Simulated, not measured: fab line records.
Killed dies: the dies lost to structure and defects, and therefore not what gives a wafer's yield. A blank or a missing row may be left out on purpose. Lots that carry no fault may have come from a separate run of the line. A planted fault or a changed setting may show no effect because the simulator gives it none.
Problem report in the 8D (eight disciplines) form, filled by code / flow berkeleyCmos170 / the parts of the form that need people (team, actions taken, sign-off) are left out

## 1. WHAT IS WRONG
Across 6 wafers from 2 lots, PLDD_TW at UCB170_PLDD_TW_MEAS_11 averages 963, while fault-free wafers read 1013 with a standard deviation of 6.5. Relative to the usual mean, that is a shift of -7.7 standard deviations.
Seen first at day 10 16:10 on filmMetro-04, wafer L860.1. The record holds 42 wafers of 14 lots with a number at this step. By rule, "out" or "out of limits" means more than 4 standard deviations away from the usual mean. All remaining wafers that have a number are taken as sound.

## 2. WHAT IT IS, WHAT IT ISN'T
question=which readings at this step | is=PLDD_TW | is not=-
question=which lots | is=L860, L861 | is not=L845, L846, L847, L848, L849, L850, L851, L852, L853, L854, L866, L867
question=which wafers of those lots | is=all that have a number | is not=-
question=read on which gauges | is=filmMetro-04 | is not=filmMetro-01, filmMetro-03
question=when | is=from day 10 16:10 | is not=up to then (30 sound wafers); but 6 sound wafers of L866, L867 came after

## 3. THE SUSPECTS, EACH WITH WHAT RULES IT OUT
Counting: a tool at a process step up to the reading stays a suspect if it ran every lot that is out and no sound lot after the first of them.
- the gauge at UCB170_PLDD_TW_MEAS_11 has been ruled out. All the wafers that are out were read on filmMetro-04, but those of them that UCB170_PLDD_IMPLANT_09 has rows for are out there too, on other tools.
- rieDiel-01 at UCB170_GATE_ETCH_14 (etches BARC in N2/H2): kept. It ran every lot that is out, first L860 (day 10 13:38), and no sound lot after that; its last sound lot up to then is L852 (day 8 20:40).
- implanter-02 at UCB170_PLDD_IMPLANT_09: kept. It ran every lot that is out, first L860 (day 10 15:55), and no sound lot after that; its last sound lot up to then is L851 (day 8 23:17). Out on those wafers are its own readings of doseIonsCm2, faradayCurrentUA.
The count leaves implanter-02 at UCB170_PLDD_IMPLANT_09 and rieDiel-01 at UCB170_GATE_ETCH_14.

## 4. THE CAUSE (what the simulator had put in)
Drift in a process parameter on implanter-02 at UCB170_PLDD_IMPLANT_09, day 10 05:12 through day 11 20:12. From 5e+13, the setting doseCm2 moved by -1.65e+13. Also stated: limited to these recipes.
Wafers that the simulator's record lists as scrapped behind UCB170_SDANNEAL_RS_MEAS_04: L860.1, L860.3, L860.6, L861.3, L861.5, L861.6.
Of the 2 suspects that counting leaves, this tool is one.

## 5. SEQUENCE OF EFFECTS, ordered by route
Each row: a reading whose mean over the struck wafers that have a number lies more than 3 standard deviations from the usual. Only readings whose record carries a usual standard deviation are examined. hours: median over the lots of the time between each lot's start at the first step of this table that gives one and its start at this step. sigmas: the change, counted in usual standard deviations.
hours=0; step=UCB170_PLDD_IMPLANT_09; reading=doseIonsCm2; usual=5e+13; on struck wafers=3e+13; change=-2e+13; sigmas=-99 or more
hours=0; step=UCB170_PLDD_IMPLANT_09; reading=faradayCurrentUA; usual=156; on struck wafers=106; change=-50; sigmas=-11
hours=0; step=UCB170_PLDD_TW_MEAS_11; reading=PLDD_TW; usual=1013; on struck wafers=963; change=-50; sigmas=-7.7
hours=19; step=UCB170_SDANNEAL_RS_MEAS_04; reading=PLDD_RS; usual=1031.2 ohm/sq; on struck wafers=1191.7; change=+160.5; sigmas=+62
Process steps it contains:
- UCB170_PLDD_IMPLANT_09
At these later measuring or inspecting steps, every struck wafer for which the step has a row has a number for every such reading, and none has moved that far: UCB170_NLDD_CD_MEAS_06, UCB170_PSD_TW_MEAS_10.

## 6. HOW IT WOULD HAVE BEEN CAUGHT EARLIER
Counted from the fault's start at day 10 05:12, it took 11 hours until the first out-of-limits reading at a measuring or inspecting step in this record, taken at day 10 16:10.
At UCB170_PLDD_IMPLANT_09, the tool's own readings (doseIonsCm2, faradayCurrentUA) were out on each struck wafer the step has a row for, so an alarm limit on them would have fired on the first such wafer.
Among the 2 lots that are out, L861 began UCB170_PLDD_IMPLANT_09 on implanter-02 after day 10 16:10. Putting the tool on hold at that point would have spared it.
